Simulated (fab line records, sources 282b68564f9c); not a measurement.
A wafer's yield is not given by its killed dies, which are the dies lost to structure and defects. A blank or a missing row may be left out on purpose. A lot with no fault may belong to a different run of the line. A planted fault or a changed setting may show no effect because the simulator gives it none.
One fault through the eyes of 2 desks + flow rit cmos + only its own numbers are on each desk; what lay behind them is given at the end

## DESK OF THE TOOL OWNER: pvd sputter-02
The tool's own readings at RIT_M1_SPUTTER_00 (material Al, target thk 400 nm, time 500 s): means of the sampled wafers that have a number, for each lot that ran on this tool. Any lot whose mean is over 4 standard deviations away from the usual mean is out of limits and marked OUT; that distance is given in the brackets.
Columns: A = chamber pressure pa at RIT_M1_SPUTTER_00, usual 0.4000 Pa; B = throttle valve pct at RIT_M1_SPUTTER_00, usual 30.3 %
| lot  | first seen here | A                | B    |
|------|-----------------|------------------|------|
| L210 | day 3 05:22     | 0.4001           | 31.2 |
| L212 | day 3 19:13     | 0.4005           | 30.0 |
| L215 | day 4 06:43     | 0.4007           | 29.9 |
| L219 | day 5 03:20     | 0.4007           | 30.7 |
| L221 | day 5 13:40     | 0.3993           | 30.7 |
| L223 | day 6 03:53     | 0.4004           | 30.6 |
| L225 | day 6 10:32     | 0.3673 (-41) OUT | 31.8 |
| L227 | day 6 22:25     | 0.3666 (-42) OUT | 33.1 |
| L229 | day 7 06:31     | 0.3672 (-41) OUT | 32.8 |
This desk finds L225, L227, L229 out of limits, L225 being first, at day 6 10:32 (chamber pressure pa at RIT_M1_SPUTTER_00). L210, L212, L215, L219, L221, L223 stayed within limits.

## AT THE METROLOGY DESK
Means of the sampled wafers that have a number, per lot and without regard to the tool the lot ran on: this is what the gauges read. Any lot whose mean is over 4 standard deviations away from the usual mean is out of limits and marked OUT; that distance is given in the brackets.
Columns: A = NRETRO_OVL at RIT_NRETRO_OVL_MEAS_06, usual 0.2 nm; B = GATE_OVL at RIT_GATE_OVL_MEAS_17, usual 0.0 nm; C = NSD_OVL at RIT_NSD_OVL_MEAS_06, usual 1.4 nm
| lot  | first seen here | A    | B    | C    |
|------|-----------------|------|------|------|
| L210 | day 2 05:30     | 1.6  | 2.8  | 0.8  |
| L211 | day 2 11:03     | 0.5  | -2.0 | -0.3 |
| L212 | day 2 17:03     | 0.5  | -0.0 | 2.6  |
| L213 | day 2 21:11     | -0.4 | -0.4 | 1.9  |
| L215 | day 3 06:34     | -0.6 | -0.2 | 0.9  |
| L216 | day 3 11:34     | 1.0  | -1.8 | 1.8  |
| L218 | day 3 23:13     | 1.4  | 0.5  | 3.3  |
| L219 | day 4 02:47     | 0.9  | 1.0  | 1.3  |
| L220 | day 4 08:27     | -0.1 | 0.9  | 1.0  |
| L221 | day 4 13:55     | -1.1 | -0.3 | 0.1  |
| L223 | day 4 23:56     | 1.7  | -1.1 | 2.6  |
| L225 | day 5 08:58     | 2.6  | -0.9 | 0.9  |
| L227 | day 5 22:37     | -0.1 | 0.9  | 2.1  |
| L229 | day 6 06:16     | -0.1 | 1.3  | 0.5  |
| L232 | day 6 19:23     | -1.4 | 0.3  | 0.0  |
This desk found nothing out of limits on any of the 15 lots.

## PUT TOGETHER
The tool owner's desk had the chance to raise an alarm at day 6 10:32 on L225, L227, L229.
At the metrology desk, nothing out of limits was observed.
The metrology desk has L225, L227, L229 on record, within its limits.
All the named lots went through RIT_M1_SPUTTER_00 on pvd sputter-02.

## WHAT THE SIMULATOR PUT IN
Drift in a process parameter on pvd sputter-02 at RIT_M1_SPUTTER_00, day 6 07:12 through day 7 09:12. Setting chamber pressure pa, moved by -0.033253, from 0.4.
Lots struck among those shown: L225, L227, L229.
Delay in hours, fault start to first out-of-limits reading, by desk: the tool owner's desk at 3.
